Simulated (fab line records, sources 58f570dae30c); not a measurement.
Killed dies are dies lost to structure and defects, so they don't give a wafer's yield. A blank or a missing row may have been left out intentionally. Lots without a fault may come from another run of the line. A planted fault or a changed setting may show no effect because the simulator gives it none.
Chamber matching + flow berkeleyCmos170 + UCB170_GATE_ETCH_14 on rieDiel-03 has 4 sister chambers
The step etches BARC in N2/H2. 4 wafers are shown with their chamber, then 8 later ones without.

## WAFERS, EACH WITH ITS CHAMBER
| wafer  | chamber | throttleValvePct (%) |
|--------|---------|----------------------|
| L127.6 | 1       | 13.18                |
| L129.2 | 0       | 13.36                |
| L129.6 | 2       | 13.47                |
| L133.3 | 3       | 13.02                |

## WAFERS WHOSE CHAMBER IS MISSING
| wafer  | throttleValvePct (%) |
|--------|----------------------|
| L133.5 | 13.00                |
| L133.6 | 13.37                |
| L136.1 | 13.03                |
| L136.4 | 13.18                |
| L136.6 | 13.01                |
| L140.1 | 13.19                |
| L140.4 | 13.35                |
| L140.5 | 13.01                |

## WHICH CHAMBER EACH ONE RAN IN
| wafer  | from the rows above | in truth |
|--------|---------------------|----------|
| L133.5 | 3                   | 3        |
| L133.6 | 0                   | 0        |
| L136.1 | 3                   | 3        |
| L136.4 | 1                   | 1        |
| L136.6 | 3                   | 3        |
| L140.1 | 1                   | 1        |
| L140.4 | 0                   | 0        |
| L140.5 | 3                   | 3        |
Placed correctly: 8 of 8. Not placeable from these rows: 0. Placed wrongly: 0.
How it was worked out, from the rows above alone: a wafer's distance from a chamber is the root of the sum, over the readings, of the square of ((its reading less the chamber's mean) divided by the reading's scatter). If the next closest chamber is less than 2 further off than the closest, the wafer can't be placed; otherwise it belongs to the closest. For every chamber, the mean is computed from those of its wafers that are shown. The scatter (one wafer shown for each chamber): square how far every hidden wafer sits from the nearest shown wafer, average those squares and take the square root.
